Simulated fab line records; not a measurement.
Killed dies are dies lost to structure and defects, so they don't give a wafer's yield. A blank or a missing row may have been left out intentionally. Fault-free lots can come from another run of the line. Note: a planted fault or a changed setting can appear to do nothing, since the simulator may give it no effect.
Split-lot trial :: flow berkeleyCmos170 :: 23 wafers read from 5 lots, route of 331 steps

## SPLIT DETAILS
At UCB170_SCREENOX_OXIDATION_01 (target thk 14.4 nm, ox time 2400 s), the setting tempC was moved away from the recipe's 900 C on 15 of the 23 wafers read, by -1.1% to +2.8%. All remaining wafers had this setting at the recipe value.

The file shows no step between the split and the reading.

## THE READING
At UCB170_SCREENOX_THK_MEAS_02: SCREENOX_OXIDE_THK, given in nm. On this fab line, fault-free wafers typically give 14.34 nm with a standard deviation of 0.21 nm.

wafer: L074.1
tool, chamber at the split: -, -
tempC as run, C: 900
against the recipe: recipe
SCREENOX_OXIDE_THK, nm: 14.36
against lot-mates on the recipe: -

wafer: L074.3
tool, chamber at the split: -, -
tempC as run, C: 900
against the recipe: recipe
SCREENOX_OXIDE_THK, nm: 14.32
against lot-mates on the recipe: -

wafer: L074.4
tool, chamber at the split: -, -
tempC as run, C: 900
against the recipe: recipe
SCREENOX_OXIDE_THK, nm: 14.19
against lot-mates on the recipe: -

wafer: L074.5
tool, chamber at the split: -, -
tempC as run, C: 900
against the recipe: recipe
SCREENOX_OXIDE_THK, nm: 14.46
against lot-mates on the recipe: -

wafer: L074.6
tool, chamber at the split: -, -
tempC as run, C: 900
against the recipe: recipe
SCREENOX_OXIDE_THK, nm: 14.27
against lot-mates on the recipe: -

wafer: L080.2
tool, chamber at the split: -, -
tempC as run, C: 890.3
against the recipe: -1.1%
SCREENOX_OXIDE_THK, nm: 12.77
against lot-mates on the recipe: no lot-mate on the recipe

wafer: L080.3
tool, chamber at the split: -, -
tempC as run, C: 890.3
against the recipe: -1.1%
SCREENOX_OXIDE_THK, nm: 12.98
against lot-mates on the recipe: no lot-mate on the recipe

wafer: L080.4
tool, chamber at the split: -, -
tempC as run, C: 890.3
against the recipe: -1.1%
SCREENOX_OXIDE_THK, nm: 13.11
against lot-mates on the recipe: no lot-mate on the recipe

wafer: L080.5
tool, chamber at the split: -, -
tempC as run, C: 890.3
against the recipe: -1.1%
SCREENOX_OXIDE_THK, nm: 12.77
against lot-mates on the recipe: no lot-mate on the recipe

wafer: L080.6
tool, chamber at the split: -, -
tempC as run, C: 890.3
against the recipe: -1.1%
SCREENOX_OXIDE_THK, nm: 12.96
against lot-mates on the recipe: no lot-mate on the recipe

wafer: L082.1
tool, chamber at the split: -, -
tempC as run, C: 924.8
against the recipe: +2.8%
SCREENOX_OXIDE_THK, nm: 18.21
against lot-mates on the recipe: no lot-mate on the recipe

wafer: L082.2
tool, chamber at the split: -, -
tempC as run, C: 924.8
against the recipe: +2.8%
SCREENOX_OXIDE_THK, nm: 18.07
against lot-mates on the recipe: no lot-mate on the recipe

wafer: L082.4
tool, chamber at the split: -, -
tempC as run, C: 924.8
against the recipe: +2.8%
SCREENOX_OXIDE_THK, nm: 18.09
against lot-mates on the recipe: no lot-mate on the recipe

wafer: L082.5
tool, chamber at the split: -, -
tempC as run, C: 924.8
against the recipe: +2.8%
SCREENOX_OXIDE_THK, nm: 18.30
against lot-mates on the recipe: no lot-mate on the recipe

wafer: L082.6
tool, chamber at the split: -, -
tempC as run, C: 924.8
against the recipe: +2.8%
SCREENOX_OXIDE_THK, nm: 18.35
against lot-mates on the recipe: no lot-mate on the recipe

wafer: L084.1
tool, chamber at the split: furnace-04, 0
tempC as run, C: 900
against the recipe: recipe
SCREENOX_OXIDE_THK, nm: 14.64
against lot-mates on the recipe: -

wafer: L084.5
tool, chamber at the split: furnace-04, 0
tempC as run, C: 900
against the recipe: recipe
SCREENOX_OXIDE_THK, nm: 14.23
against lot-mates on the recipe: -

wafer: L084.6
tool, chamber at the split: furnace-04, 0
tempC as run, C: 900
against the recipe: recipe
SCREENOX_OXIDE_THK, nm: 14.45
against lot-mates on the recipe: -

wafer: L081.2
tool, chamber at the split: -, -
tempC as run, C: 920.6
against the recipe: +2.3%
SCREENOX_OXIDE_THK, nm: 17.85
against lot-mates on the recipe: no lot-mate on the recipe

wafer: L081.3
tool, chamber at the split: -, -
tempC as run, C: 920.6
against the recipe: +2.3%
SCREENOX_OXIDE_THK, nm: 17.78
against lot-mates on the recipe: no lot-mate on the recipe

wafer: L081.4
tool, chamber at the split: -, -
tempC as run, C: 920.6
against the recipe: +2.3%
SCREENOX_OXIDE_THK, nm: 17.89
against lot-mates on the recipe: no lot-mate on the recipe

wafer: L081.5
tool, chamber at the split: -, -
tempC as run, C: 920.6
against the recipe: +2.3%
SCREENOX_OXIDE_THK, nm: 17.83
against lot-mates on the recipe: no lot-mate on the recipe

wafer: L081.6
tool, chamber at the split: -, -
tempC as run, C: 920.6
against the recipe: +2.3%
SCREENOX_OXIDE_THK, nm: 17.72
against lot-mates on the recipe: no lot-mate on the recipe

FIT RESULTS
A straight line over all 23 wafers: SCREENOX_OXIDE_THK changes by +1.42 nm for each +1% of tempC; r = +1.00; the points scatter about the line by 0.16 nm.
Too few moved wafers with a lot-mate on the recipe to fit a line net of each lot's own level.

## THE WHOLE CHAIN: every reading that the file lists as answering this split, in the file's order
step: UCB170_SCREENOX_OXIDATION_01
what it does: target thk 14.4 nm, ox time 2400 s
reading: SiO2_of_SCREENOX_OXIDATION_01.thkNm (the simulator's own value, which no gauge read)
change (the file's fit): +1.42 nm for each +1% of the setting
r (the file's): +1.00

step: UCB170_SCREENOX_THK_MEAS_02
what it does: 
reading: SCREENOX_OXIDE_THK
change (the file's fit): +1.42 for each +1% of the setting
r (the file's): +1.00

## FILE'S OWN FIT
SCREENOX_OXIDE_THK changes by +1.42 nm for each +1% of tempC, r = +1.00.
